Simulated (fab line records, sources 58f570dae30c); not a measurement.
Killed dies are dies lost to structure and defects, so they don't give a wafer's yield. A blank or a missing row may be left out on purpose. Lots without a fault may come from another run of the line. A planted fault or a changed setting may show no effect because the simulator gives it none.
Problem report in the 8D (eight disciplines) form, filled by code | flow berkeley_cmos170 | the parts of the form that need people (team, actions taken, sign-off) are left out

1. THE PROBLEM
bias_w at UCB170_M3_ETCH_17 reads a mean of 130.2 W on 4 wafers of 2 lots; wafers without a fault read 100.0 W with a standard deviation of 0.3. That is +99 or more standard deviations from the usual mean.
The step: etches BARC in N2/H2.
First seen on wafer L808.2, day 12 17:32, on rie_diel-01. The record holds 18 wafers of 6 lots with a number at this step. Rule for "out", or "out of limits": more than 4 standard deviations from the usual mean. The other wafers with a number count as sound.

2. WHAT IT IS AND WHAT IT IS NOT
question                    | is                             | is not
which readings at this step | bias_w, oes_product_au         | chamber_pressure_mTorr, drypump_motor_current_A, throttle_valve_pct
which lots                  | L807, L808                     | L796, L799, L813, L815
which wafers of those lots  | L807.2, L807.5, L808.2, L808.4 | L807.1, L808.5
read on which tools         | rie_diel-01                    | rie_diel-03
when                        | from day 12 17:32              | up to then (7 sound wafers); but 7 sound wafers of L807, L813, L815 came after

3. SUSPECTS, AND WHAT RULES EACH OUT
Counting: a tool at a process step up to the reading stays a suspect if it ran every lot that is out. Sound lots after the first of them don't rule it out here, since some wafers of a struck lot are sound.
- rie_diel-01 at UCB170_M3_ETCH_17 (etches BARC in N2/H2): kept. It ran every lot that is out, first L808 (day 12 17:32); its last sound lot up to then is L796 (day 9 18:17). Its own readings are out on those wafers: bias_w, oes_product_au.
- Within rie_diel-01 at UCB170_M3_ETCH_17: the wafers that are out ran in chamber 0; their sound lot-mates ran in chambers 1, 3.
Left after counting: rie_diel-01 at UCB170_M3_ETCH_17.

4. THE CAUSE (what the simulator had put in)
Process parameter drift: rie_diel-01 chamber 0, from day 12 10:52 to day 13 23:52, at UCB170_M3_ETCH_17. Setting bias_w, moved by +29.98, from 100. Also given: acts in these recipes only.
Counting left only this tool.

5. THE CHAIN OF EFFECTS, in route order
Each row: a reading whose mean over the struck wafers that have a number lies more than 3 standard deviations from the usual. Only readings for which the record gives a usual standard deviation are gone through. hours: the time from each lot's start at the first step in this table that gives one to its start at this step, as a median over the lots. sigmas: the change in usual standard deviations.
hours | step              | reading        | usual      | on struck wafers | change | sigmas
0     | UCB170_M3_ETCH_17 | bias_w         | 100.0 W    | 130.2            | +30.2  | +99 or more
0     | UCB170_M3_ETCH_17 | oes_product_au | 1.000 a.u. | 1.090            | +0.090 | +5.3
The process steps in it:
- UCB170_M3_ETCH_17: etches BARC in N2/H2.

6. WHAT WOULD HAVE CAUGHT IT SOONER
In this record the first reading out of limits was taken at day 12 17:32, 7 hours after the fault began at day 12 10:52.
